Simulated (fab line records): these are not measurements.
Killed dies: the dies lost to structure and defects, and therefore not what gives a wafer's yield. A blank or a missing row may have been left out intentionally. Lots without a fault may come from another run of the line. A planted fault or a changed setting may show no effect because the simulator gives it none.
Struck lot and sound lot, side by side :: flow berkeley_cmos170 :: 23 steps out of a route of 331
Sound: wafers L852.2, L852.3, L852.4. Struck: wafers L859.1, L859.2, L859.3. Last of all comes the cause.
For every step that has rows: the tool of each side, followed by ch and its chambers, followed by its first start. Under that, the readings that differ: sound wafers :: struck wafers :: difference of the means :: sigmas: that difference in standard deviations of wafers without a fault.
alike: same words and numbers on both sides, and readings whose means sit less than 2 such deviations apart. not compared: any withheld reading, any reading some wafer has no value for, any bound like >300 that may hide the same value, and any number with overlapping values for which the record gives no deviation.
The two part at a step that has a row with sigmas, a row that says differs or no value, or rows on one side only. Numbers that have no deviation but don't overlap get no sigmas and don't part them. A reading missing from all wafers of one side parts the sides only when that side holds two or more wafers.

UCB170_NWELL_TW_MEAS_16:
  sound on film_metro-04 at day 3 12:22; struck on film_metro-03 at day 4 19:50
  alike: NWELL_TW
then, 6 steps without rows for these wafers: UCB170_NWELL_CLEAN_17 (cleans in SPM, time 600 s); UCB170_NWELL_WET_ETCH_18 (etches Si3N4 in H3PO4, time 14400 s); UCB170_NWELL_WET_ETCH_19 (etches SiO2 in BOE, time 22 s); UCB170_PWELL_CLEAN_00 (cleans in SPM, time 600 s); UCB170_PWELL_CLEAN_01 (cleans in dHF, time 60 s); UCB170_PWELL_OXIDATION_02 (target thk 26.4 nm, ox time 1260 s).
UCB170_PWELL_THK_MEAS_03:
  sound on film_metro-04 at day 3 22:20; struck on film_metro-03 at day 5 04:40
  alike: PWELL_OXIDE_THK
then, 2 steps without rows for these wafers: UCB170_PWELL_ANNEAL_04 (time 900 s); UCB170_PWELL_CVD_05 (deposits Si3N4 from SiH2Cl2/NH3, target thk 220 nm, time 3300 s).
UCB170_PWELL_THK_MEAS_06:
  sound on film_metro-03 at day 4 02:56; struck on film_metro-02 at day 5 09:56
  alike: PWELL_NITRIDE_THK
then, 1 step without rows for these wafers: UCB170_PWELL_HMDS_07 (prime time 60 s).
UCB170_PWELL_COAT_08: resist thk 900 nm.
  sound on litho_track-04 ch 0, day 4 03:09; struck on litho_track-03 ch 0, day 5 10:20
reading: model.KrF_of_PWELL_COAT_08.thk_nm (nm)
sound: 902.9 902.3 904.2
struck: 991.4 995.2 993.3
difference: +90.2
sigmas: 
then, 4 steps without rows for these wafers: UCB170_PWELL_SOFTBAKE_09 (time 60 s); UCB170_PWELL_EXPOSE_10 (exposes mask PWELL, target cd 3000 nm); UCB170_PWELL_PEB_11; UCB170_PWELL_DEVELOP_12 (develop time 45 s).
UCB170_PWELL_OVL_MEAS_13:
  sound on overlay-02 at day 4 03:57; struck on overlay-02 at day 5 11:09
reading: PWELL_OVL (nm)
sound: 11 4 -1
struck: -8 -6 -3
difference: -10
sigmas: -2
UCB170_PWELL_ETCH_14: etches Si3N4 in CH3F/Ar/O2, stops on SiO2, target depth 242 nm, time 151 s.
  sound on rie_diel-03 ch 0,1,3, day 4 03:59; struck on rie_diel-02 ch 0,1,2, day 5 11:11
reading: model.KrF_of_PWELL_COAT_08.thk_nm (nm)
sound: 721 726.8 725
struck: 819.5 818.9 814.8
difference: +93.5
sigmas: 
  alike: drypump_motor_current_A, oes_product_au, throttle_valve_pct
  not compared: rf_hours_counter_h
following that, these wafers have no rows for 1 step: UCB170_PWELL_IMPLANT_15.
UCB170_PWELL_STRIP_16: strips in O2.
  sound on plasma_asher-02 ch 0,1, day 4 04:14; struck on plasma_asher-02 ch 0,1, day 5 11:26
reading: strip_time_to_endpoint_s (s)
sound: 18.00 18.14 18.11
struck: 20.35 20.34 20.25
difference: +2.23
sigmas: +24
  alike: drypump_motor_current_A, oes_product_au
  not compared: rf_hours_counter_h
UCB170_PWELL_TW_MEAS_17:
  sound on film_metro-04 at day 4 04:20; struck on film_metro-04 at day 5 11:34
  alike: PWELL_TW
UCB170_M3_PROBE_99:
  sound wafers here have rows in the record (prober-02, day 8 23:41); struck ones have none

## WHERE THEY PART
Last at UCB170_M3_PROBE_99 as far as this record goes, first at UCB170_PWELL_OVL_MEAS_13.

WHY: the cause the simulator had injected
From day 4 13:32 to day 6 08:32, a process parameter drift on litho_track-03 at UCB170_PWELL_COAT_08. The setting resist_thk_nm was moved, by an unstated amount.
